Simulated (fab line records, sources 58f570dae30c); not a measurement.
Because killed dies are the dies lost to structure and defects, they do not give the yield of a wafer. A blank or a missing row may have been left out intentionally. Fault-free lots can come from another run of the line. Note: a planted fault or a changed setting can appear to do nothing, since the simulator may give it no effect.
Which tool was responsible? | flow berkeley-cmos170 | Sampling: 14 lots, 42 wafers, 5 of 331 route steps

WHAT THE GAUGES READ, wafer by wafer
UCB170_PWELL_THK_MEAS_03. Usual: PWELL_OXIDE_THK gives 26.5 nm (standard deviation 0.46).
lot  | measured    | on            | PWELL_OXIDE_THK (nm) | flag
L158 | day 2 17:40 | film-metro-01 | 26.0 26.6 26.4       |
L159 | day 3 07:31 | film-metro-01 | 26.2 26.4 26.0       |
L161 | day 3 09:47 | film-metro-01 | 26.6 26.6 26.0       |
L162 | day 4 00:55 | film-metro-02 | 26.7 27.1 26.6       |
L163 | day 3 20:49 | film-metro-01 | 26.1 26.4 26.3       |
L164 | day 4 00:56 | film-metro-01 | 26.7 26.3 26.6       |
L168 | day 5 00:50 | film-metro-01 | 26.2 26.3 25.9       |
L169 | day 5 00:52 | film-metro-02 | 27.0 26.8 26.9       |
L172 | day 6 02:02 | film-metro-01 | 26.4 26.7 26.7       |
L176 | day 6 13:49 | film-metro-04 | 27.7 27.3 27.4       |
L177 | day 6 21:14 | film-metro-01 | 26.6 26.2 26.3       |
L179 | day 7 06:46 | film-metro-02 | 26.1 26.1 26.0       |
L180 | day 7 06:46 | film-metro-01 | 25.9 25.8 26.3       |
L181 | day 7 15:09 | film-metro-04 | 25.9 26.0 25.7       |

UCB170_ACTIVE_THK_MEAS_03. Usual: ACTIVE_OXIDE_THK gives 26.4 nm (standard deviation 0.43).
lot  | measured    | on            | ACTIVE_OXIDE_THK (nm) | flag
L158 | day 3 20:58 | film-metro-04 | 26.1 25.9 26.5        |
L159 | day 4 17:12 | film-metro-02 | 26.6 26.7 26.2        |
L161 | day 4 17:08 | film-metro-02 | 26.2 26.2 26.4        |
L162 | day 5 04:46 | film-metro-03 | 26.7 26.6 26.8        |
L163 | day 5 04:47 | film-metro-02 | 26.6 26.6 26.9        |
L164 | day 5 04:47 | film-metro-04 | 26.4 26.8 26.9        |
L168 | day 6 06:12 | film-metro-04 | 26.2 26.3 26.4        |
L169 | day 6 06:13 | film-metro-03 | 26.3 26.3 25.7        |
L172 | day 7 12:17 | film-metro-03 | 26.8 26.7 26.8        |
L176 | day 7 23:34 | film-metro-02 | 25.5 25.7 26.0        |
L177 | day 8 10:05 | film-metro-04 | 26.4 26.3 26.4        |
L179 | day 8 17:02 | film-metro-04 | 26.8 26.7 26.7        |
L180 | day 8 17:02 | film-metro-03 | 26.5 26.0 25.8        |
L181 | day 9 05:36 | film-metro-03 | 27.4 26.6 27.3        |

UCB170_ACTIVE_THK_MEAS_06. Usual: ACTIVE_NITRIDE_THK gives 219.4 nm (standard deviation 1.4).
lot  | measured    | on            | ACTIVE_NITRIDE_THK (nm) | flag
L158 | day 4 03:23 | film-metro-03 | 221.1 222.2 221.5       |
L159 | day 5 01:24 | film-metro-04 | 220.0 220.9 220.5       |
L161 | day 5 01:24 | film-metro-02 | 220.9 217.9 221.5       |
L162 | day 5 12:59 | film-metro-02 | 216.7 217.8 217.6       |
L163 | day 5 13:00 | film-metro-04 | 219.1 217.6 218.4       |
L164 | day 5 13:04 | film-metro-04 | 218.6 219.7 217.8       |
L168 | day 6 13:12 | film-metro-03 | 220.1 219.3 220.7       |
L169 | day 6 13:13 | film-metro-04 | 220.7 219.8 222.1       |
L172 | day 7 21:39 | film-metro-03 | 219.3 221.5 222.3       |
L176 | day 8 09:34 | film-metro-03 | 219.7 221.2 218.5       |
L177 | day 8 17:25 | film-metro-02 | 219.1 217.6 219.7       |
L179 | day 9 01:07 | film-metro-03 | 217.4 217.9 217.3       |
L180 | day 9 01:07 | film-metro-04 | 219.1 218.1 219.7       |
L181 | day 9 13:49 | film-metro-03 | 218.5 220.3 219.3       |

WHAT TOOL EACH LOT RAN ON (gives the tool, then ch and the chambers of the sampled wafers, and finally the start)
lot  | UCB170_NWELL_ETCH_13              | UCB170_NWELL_STRIP_15
L158 | rie-diel-01 ch 1,2,3, day 2 07:23 | plasma-asher-04 ch 0,1, day 2 07:38
L159 | rie-diel-04 ch 1,2,3, day 2 21:32 | plasma-asher-04 ch 0,1, day 2 21:47
L161 | rie-diel-01 ch 0,2,3, day 3 00:45 | plasma-asher-02 ch 0,1, day 3 01:00
L162 | rie-diel-02 ch 0,2, day 3 10:42   | plasma-asher-01 ch 0,1, day 3 10:58
L163 | rie-diel-04 ch 2,3, day 3 10:52   | plasma-asher-04 ch 0,1, day 3 11:07
L164 | rie-diel-04 ch 0,1,3, day 3 17:21 | plasma-asher-04 ch 0,1, day 3 17:38
L168 | rie-diel-01 ch 1,2, day 4 13:50   | plasma-asher-02 ch 1, day 4 14:05
L169 | rie-diel-04 ch 0,2,3, day 4 14:07 | plasma-asher-04 ch 0,1, day 4 14:24
L172 | rie-diel-04 ch 0,2,3, day 5 14:54 | plasma-asher-04 ch 0,1, day 5 15:09
L176 | rie-diel-02 ch 0,1,3, day 6 05:49 | plasma-asher-02 ch 0, day 6 06:04
L177 | rie-diel-04 ch 1,3, day 6 12:02   | plasma-asher-02 ch 0,1, day 6 12:17
L179 | rie-diel-02 ch 0,2,3, day 6 19:26 | plasma-asher-01 ch 0,1, day 6 19:41
L180 | rie-diel-01 ch 1,3, day 6 19:58   | plasma-asher-01 ch 0,1, day 6 20:13
L181 | rie-diel-02 ch 1,2, day 7 04:21   | plasma-asher-02 ch 0,1, day 7 04:38
- UCB170_NWELL_ETCH_13: etches Si3N4 in CH3F/Ar/O2, stops on SiO2, target depth 246.4 nm, time 154 s.
- UCB170_NWELL_STRIP_15: strips in O2.

WHAT THE TOOLS THEMSELVES READ (means of the sampled wafers that have a number; where no wafer has one, the mark that the record gives instead)
UCB170_NWELL_ETCH_13. Usual: drypump-motor-current-A 5.7 A, standard deviation 0.48; oes-product-au 0.941 a.u., standard deviation 0.017; throttle-valve-pct 8.09 %, standard deviation 0.1.
lot  | tool        | drypump-motor-current-A (A) | oes-product-au (a.u.) | throttle-valve-pct (%) | flag
L158 | rie-diel-01 | 5.6                         | 0.954                 | 8.01                   |
L159 | rie-diel-04 | 5.8                         | 0.950                 | 8.12                   |
L161 | rie-diel-01 | 5.6                         | 0.966                 | 8.01                   |
L162 | rie-diel-02 | 6.0                         | 0.935                 | 8.18                   |
L163 | rie-diel-04 | 5.9                         | 0.940                 | 8.07                   |
L164 | rie-diel-04 | 5.7                         | 0.945                 | 8.14                   |
L168 | rie-diel-01 | 5.6                         | 0.955                 | 7.95                   |
L169 | rie-diel-04 | 5.8                         | 0.935                 | 8.10                   |
L172 | rie-diel-04 | 5.9                         | 0.934                 | 8.10                   |
L176 | rie-diel-02 | 5.3                         | 0.930                 | 8.09                   |
L177 | rie-diel-04 | 5.7                         | 0.949                 | 8.17                   |
L179 | rie-diel-02 | 5.6                         | 0.937                 | 8.12                   |
L180 | rie-diel-01 | 5.5                         | 0.952                 | 8.06                   |
L181 | rie-diel-02 | 6.0                         | 0.949                 | 8.18                   |

UCB170_NWELL_STRIP_15. Usual: drypump-motor-current-A 6.1 A, standard deviation 0.38; oes-product-au 0.721 a.u., standard deviation 0.0045; strip-time-to-endpoint-s 18.01 s, standard deviation 0.095.
lot  | tool            | drypump-motor-current-A (A) | oes-product-au (a.u.) | strip-time-to-endpoint-s (s) | flag
L158 | plasma-asher-04 | 6.1                         | 0.719                 | 17.93                        |
L159 | plasma-asher-04 | 5.8                         | 0.722                 | 18.05                        |
L161 | plasma-asher-02 | 6.3                         | 0.722                 | 18.02                        |
L162 | plasma-asher-01 | 5.7                         | 0.723                 | 18.07                        |
L163 | plasma-asher-04 | 5.8                         | 0.721                 | 17.95                        |
L164 | plasma-asher-04 | 5.8                         | 0.722                 | 18.10                        |
L168 | plasma-asher-02 | 6.1                         | 0.720                 | 18.04                        |
L169 | plasma-asher-04 | 5.8                         | 0.722                 | 17.89                        |
L172 | plasma-asher-04 | 6.1                         | 0.719                 | 18.14                        |
L176 | plasma-asher-02 | 6.4                         | 0.722                 | 18.05                        |
L177 | plasma-asher-02 | 6.2                         | 0.719                 | 18.20                        |
L179 | plasma-asher-01 | 5.7                         | 0.723                 | 17.91                        |
L180 | plasma-asher-01 | 6.0                         | 0.717                 | 17.87                        |
L181 | plasma-asher-02 | 6.3                         | 0.721                 | 18.00                        |

THE ANSWER, worked out from the rows above alone
Rule: lot off if the mean of its wafers having a number is beyond 3 standard deviations from the usual mean. Also off: a lot with no number at a reading for which 4 or more lots have one. Where the step has rows for the other lots, those lots are counted as sound. First the gauges in route order, then the tools' own readings, where a lot's mean is used as printed above. The first step at which some lot is off is used, and at that step the reading that is off furthest; a lot without a number counts as furthest.
None of the lots is off at any reading shown; this tells nothing.

WHAT THE SIMULATOR PUT IN
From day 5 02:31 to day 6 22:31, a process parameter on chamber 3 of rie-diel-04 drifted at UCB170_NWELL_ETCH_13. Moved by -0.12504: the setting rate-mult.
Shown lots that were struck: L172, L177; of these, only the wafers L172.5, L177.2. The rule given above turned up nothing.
